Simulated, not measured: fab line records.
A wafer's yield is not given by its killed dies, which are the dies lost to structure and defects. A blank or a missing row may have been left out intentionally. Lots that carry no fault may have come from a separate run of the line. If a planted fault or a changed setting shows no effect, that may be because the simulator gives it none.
Which tool is to blame?    flow berkeleyCmos170    7 lots with 21 wafers sampled at 4 steps, on a route of 331 steps

== WHAT THE GAUGES SHOWED, per wafer ==
UCB170_SPACER_THK_MEAS_01.
lot   measured      on            SPACER_TEOS_THK (nm)
L305  day 7 03:20   filmMetro-03  374 380 378
L308  day 7 10:45   filmMetro-03  372 374 378
L311  day 7 19:24   filmMetro-01  376 373 380
L317  day 9 18:40   filmMetro-03  416 427 423
L321  day 10 05:52  filmMetro-01  375 371 385
L324  day 10 20:28  filmMetro-03  370 374 376
L326  day 11 10:13  filmMetro-03  372 372 378

== WHAT TOOL EACH LOT RAN ON (gives the tool, then ch and the chambers of the sampled wafers, and finally the start) ==
lot   UCB170_ACTIVE_ETCH_15             UCB170_GATE_ETCH_15              UCB170_SPACER_CVD_00
L305  rieDiel-03 ch 0,2, day 5 01:46    rieSi-02 ch 0,2, day 6 22:48     pecvd-02 ch 0,2, day 7 03:16
L308  rieDiel-03 ch 0,1,2, day 5 10:41  rieSi-01 ch 1,2,3, day 7 05:53   pecvd-01 ch 1,2, day 7 10:42
L311  rieDiel-04 ch 1,2,3, day 5 17:17  rieSi-02 ch 0,3, day 7 12:21     pecvd-01 ch 0,2, day 7 19:22
L317  rieDiel-04 ch 1,2, day 7 03:45    rieSi-02 ch 0,3, day 9 12:52     pecvd-01 ch 0,2, day 9 18:37
L321  rieDiel-01 ch 0,1,2, day 7 23:35  rieSi-02 ch 1,2, day 9 21:31     pecvd-02 ch 1,2, day 10 05:49
L324  rieDiel-01 ch 2,3, day 8 14:48    rieSi-01 ch 0,1, day 10 14:55    pecvd-02 ch 0,2, day 10 20:26
L326  rieDiel-03 ch 0,1,2, day 9 11:05  rieSi-01 ch 0,1,2, day 11 05:51  pecvd-03 ch 1,2, day 11 10:11
- UCB170_ACTIVE_ETCH_15: etches Si3N4 in CH3F/Ar/O2, stops on SiO2, target depth 242 nm, time 151 s.
- UCB170_GATE_ETCH_15: etches poly-Si in HBr/Cl2, stops on SiO2, time 56.3 s, target depth 278.2 nm.
- UCB170_SPACER_CVD_00: deposits SiO2 from TEOS/O2, target thk 376 nm, time 47 s.

== THE ANSWER, worked out from the rows above alone ==
Rule: usual is defined by the lots themselves. The widest of any qualifying gaps counts: lots, ordered by their means at a reading, are off when they make up no more than a third of the lots, leave a main group of 4 or more, and stand apart from it by 3 or more times the standard deviation of that group's means. If all means in a main group match to the digits the tables above print for the reading, that group is not used. A lot without any number at a reading at which 4 lots or more have one is off too. All remaining lots with rows at the step are treated as sound.
Off: L317, seen at UCB170_SPACER_THK_MEAS_01 (SPACER_TEOS_THK). The main group has a mean of 375 nm with a standard deviation of 1.5.
A tool fits if, at a process step before that reading, it ran every lot that is off, and no sound lot after the first of them. Those tools and the gauges at UCB170_SPACER_THK_MEAS_01 are tried in the same way. Can't be told from this: 2 tools fit, rieDiel-04 at UCB170_ACTIVE_ETCH_15, pecvd-01 at UCB170_SPACER_CVD_00.

== WHAT THE SIMULATOR HAD INSERTED ==
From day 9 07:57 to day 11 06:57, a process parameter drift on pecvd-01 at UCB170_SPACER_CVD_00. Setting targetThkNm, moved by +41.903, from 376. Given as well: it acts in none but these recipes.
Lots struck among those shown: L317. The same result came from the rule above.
